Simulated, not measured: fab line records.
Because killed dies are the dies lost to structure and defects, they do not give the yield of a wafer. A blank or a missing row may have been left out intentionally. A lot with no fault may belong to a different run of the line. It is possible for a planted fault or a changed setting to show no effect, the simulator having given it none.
What tool caused it? -- flow rit cmos -- Sampling: 9 lots, 27 wafers, 3 of 202 route steps

## WHAT EACH GAUGE READ, for each wafer
RIT_PSD_TW_MEAS_10. Usual: PSD_TW typically reads 3452, with standard deviation 21.
lot,measured,on,PSD_TW,flag
L567,day 3 05:08,film metro-01,3409 3425 3419,
L568,day 3 11:00,film metro-02,3459 3465 3467,
L569,day 3 13:43,film metro-03,3433 3431 3427,
L570,day 3 20:35,film metro-02,3469 3433 3458,
L571,day 4 00:37,film metro-02,3456 3447 3473,
L572,day 4 04:15,film metro-03,2922 2923 2920 2918 2911 2910,OFF
L573,day 4 07:26,film metro-01,2938 2944 2929 2925 2931 2945,OFF
L574,day 4 16:11,film metro-03,2909 2894 2913 2915 2916 2919,OFF
L575,day 4 17:53,film metro-01,2930 2944 2941 2933 2949 2925,OFF

RIT_SDANNEAL_RS_MEAS_04: the measuring method here is four-point-probe. Usual: PSD_RS typically reads 115.87 ohm/sq, with standard deviation 0.26.
lot,measured,on,PSD_RS (ohm/sq),flag
L567,day 3 05:40,film metro-03,115.60 116.21 116.16,
L568,day 3 11:30,film metro-03,116.33 115.90 115.60,
L569,day 3 14:13,film metro-02,115.79 115.59 115.91,
L570,day 3 21:07,film metro-01,115.93 115.70 116.04,
L571,day 4 01:06,film metro-03,116.24 115.89 116.10,
L572,day 4 07:02,film metro-01,44.96 44.90 44.99 44.93 44.97 45.00,OFF
L573,day 4 11:02,film metro-03,44.99 44.94 45.00 45.01 45.05 45.05,OFF
L574,day 4 20:14,film metro-01,45.09 45.04 45.11 45.12 45.06 45.03,OFF
L575,day 4 23:34,film metro-02,45.16 45.08 45.09 45.06 45.12 45.02,OFF

## TOOL THAT RAN EACH LOT (tool first, then ch and the chambers of the sampled wafers, then the start)
lot,RIT_PSD_IMPLANT_08
L567,"implanter-01 ch 0, day 3 04:49"
L568,"implanter-01 ch 0, day 3 10:41"
L569,"implanter-03 ch 0, day 3 13:24"
L570,"implanter-03 ch 0, day 3 20:17"
L571,"implanter-01 ch 0, day 4 00:17"
L572,"implanter-02 ch 0, day 4 03:56"
L573,"implanter-03 ch 0, day 4 07:07"
L574,"implanter-01 ch 0, day 4 15:52"
L575,"implanter-01 ch 0, day 4 17:35"
- RIT_PSD_IMPLANT_08

## WHAT THE TOOLS THEMSELVES READ (means of the sampled wafers that have a number; where no wafer has one, the mark that the record gives instead)
RIT_PSD_IMPLANT_08. Usual: beam energy keV 27.000, standard deviation 0.0096; beam on s 12.4 s, standard deviation 0.47; end station pressure torr 1.48e-05 Torr, standard deviation 8.4e-07.
lot,tool,beam energy keV,beam on s (s),end station pressure torr (Torr),flag
L567,implanter-01,27.000,12.5,1.42e-05,
L568,implanter-01,27.012,12.4,1.50e-05,
L569,implanter-03,27.008,12.5,1.49e-05,
L570,implanter-03,27.004,12.7,1.44e-05,
L571,implanter-01,27.002,12.7,1.47e-05,
L572,implanter-02,26.994,11.7,1.54e-05,
L573,implanter-03,27.002,12.6,1.46e-05,
L574,implanter-01,26.991,12.5,1.42e-05,
L575,implanter-01,26.992,12.5,1.39e-05,

## THE ANSWER, worked out from the rows above alone
Rule: take the mean of a lot's wafers that have a number; if it is more than 3 standard deviations from the usual mean, the lot is off. Also off: a lot with no number at a reading for which 4 or more lots have one. All remaining lots with rows at the step are treated as sound. Order of review: gauges by route order, followed by the tools' own readings, for which a lot's mean as printed above is used. At the first step where some lot is off, the reading lying furthest off is the one used; lots without a number count as furthest.
Off: L572, L573, L574, L575, at RIT_PSD_TW_MEAS_10 (PSD_TW).
If a tool, at a process step before that reading, ran all the lots that are off and no sound lot after the first of them, it fits. The gauges at RIT_PSD_TW_MEAS_10 are tried like those tools. None of those tried fits.

## WHAT THE SIMULATOR PUT IN
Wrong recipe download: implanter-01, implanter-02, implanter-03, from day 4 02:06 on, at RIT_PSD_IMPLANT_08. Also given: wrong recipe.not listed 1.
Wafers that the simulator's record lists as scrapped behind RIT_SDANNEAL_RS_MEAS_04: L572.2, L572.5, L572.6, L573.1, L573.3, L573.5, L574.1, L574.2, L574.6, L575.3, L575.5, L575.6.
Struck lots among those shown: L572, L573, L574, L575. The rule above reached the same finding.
